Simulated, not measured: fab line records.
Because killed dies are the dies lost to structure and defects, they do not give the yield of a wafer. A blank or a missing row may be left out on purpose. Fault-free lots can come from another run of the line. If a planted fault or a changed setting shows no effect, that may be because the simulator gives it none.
Commonality check across tools -- flow berkeleyCmos170 -- Sample size 14 lots and 48 wafers

== REASON IT WAS OPENED ==
UCB170_SPACER_THK_MEAS_01, reading SPACER_TEOS_THK: flagged on 2 of 14 lots. No-fault wafers: 377 nm, standard deviation 5.1.
Rule: a lot gets a flag if all its wafers with a number sit over 4 standard deviations from that mean, or if no wafer of it has a number. The other lots count as sound.

lot,measured,on,"SPACER_TEOS_THK (nm), wafer by wafer",flag
L911,day 6 08:43,filmMetro-03,373 377 368,
L912,day 6 09:38,filmMetro-01,373 375 376,
L913,day 6 12:25,filmMetro-04,369 372 379,
L914,day 6 16:31,filmMetro-04,378 379 384,
L915,day 6 16:49,filmMetro-01,369 370 371,
L916,day 7 21:22,filmMetro-01,374 378 384,
L917,day 7 22:13,filmMetro-04,379 386 378,
L921,day 8 03:21,filmMetro-03,376 377 378,
L924,day 9 11:52,filmMetro-04,226 228 230 226 228 230,FLAGGED
L927,day 9 17:17,filmMetro-04,227 222 232 227 222 232,FLAGGED
L928,day 9 17:58,filmMetro-04,375 368 372,
L929,day 10 11:30,filmMetro-01,368 374 380,
L933,day 10 23:44,filmMetro-01,377 375 380,
L934,day 11 08:44,filmMetro-04,374 379 385,
Average over the flagged lots: 228 nm; offset from the usual -150 nm, equal to -29 standard deviations.

== EACH LOT AND THE TOOL IT RAN ON ==
The record keeps 1 process step preceding the reading, out of 331 steps on the route. Read each cell as the tool, then ch plus the chambers that the sampled wafers visited, then the start.
lot,flag,UCB170_SPACER_CVD_00
L911,,"pecvd-01 ch 0,1,2, day 6 08:41"
L912,,"pecvd-01 ch 1,2, day 6 09:34"
L913,,"pecvd-01 ch 0,2, day 6 12:22"
L914,,"pecvd-02 ch 0,2, day 6 16:28"
L915,,"pecvd-01 ch 1,2, day 6 16:46"
L916,,"pecvd-03 ch 0,1,2, day 7 21:19"
L917,,"pecvd-02 ch 0,2, day 7 22:10"
L921,,"pecvd-01 ch 0,2, day 8 03:18"
L924,FLAGGED,"pecvd-01 ch 1,2, day 9 11:49"
L927,FLAGGED,"pecvd-01 ch 0,1, day 9 17:14"
L928,,"pecvd-03 ch 0,1,2, day 9 17:55"
L929,,"pecvd-03 ch 0,1,2, day 10 11:27"
L933,,"pecvd-03 ch 1,2, day 10 23:41"
L934,,"pecvd-03 ch 0,1,2, day 11 08:42"
What these steps do:
- UCB170_SPACER_CVD_00: deposits SiO2 from TEOS/O2, target thk 376 nm, time 47 s.
- UCB170_SPACER_THK_MEAS_01

== FLAGGED AGAINST TOTAL, ONE TOOL AT A TIME (gauges that did the reading follow at the end) ==
step,tool,lots run,flagged,share of the flagged lots,sound lots run after its first flagged lot
UCB170_SPACER_CVD_00,pecvd-01,7,2,all,0
UCB170_SPACER_CVD_00,pecvd-02,2,0,none,-
UCB170_SPACER_CVD_00,pecvd-03,5,0,none,-
UCB170_SPACER_THK_MEAS_01,filmMetro-01,5,0,none,-
UCB170_SPACER_THK_MEAS_01,filmMetro-03,2,0,none,-
UCB170_SPACER_THK_MEAS_01,filmMetro-04,7,2,all,"2 (L928,L934)"

== WHAT THE TABLE PERMITS ==
pecvd-01 at UCB170_SPACER_CVD_00 and filmMetro-04 at UCB170_SPACER_THK_MEAS_01 are the 2 rows of the table that ran each flagged lot.
- pecvd-01 at UCB170_SPACER_CVD_00 ran 7 lots, 2 of them flagged. Last sound lot L921 at day 8 03:18, first flagged lot L924 at day 9 11:49; a fault beginning in between fits.
- filmMetro-04 at UCB170_SPACER_THK_MEAS_01 ran 7 lots, 2 of them flagged. Lots that were sound ran on it after the first flagged one (L928, L934); a persistent fault on the entire tool would not allow that.
One tool is left: pecvd-01 at UCB170_SPACER_CVD_00.

== WHAT THE SIMULATOR PUT IN ==
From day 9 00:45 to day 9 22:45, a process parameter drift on pecvd-01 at UCB170_SPACER_CVD_00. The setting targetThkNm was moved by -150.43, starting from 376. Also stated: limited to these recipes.
Struck lots among those shown: L924, L927. The rule given above showed the same thing.
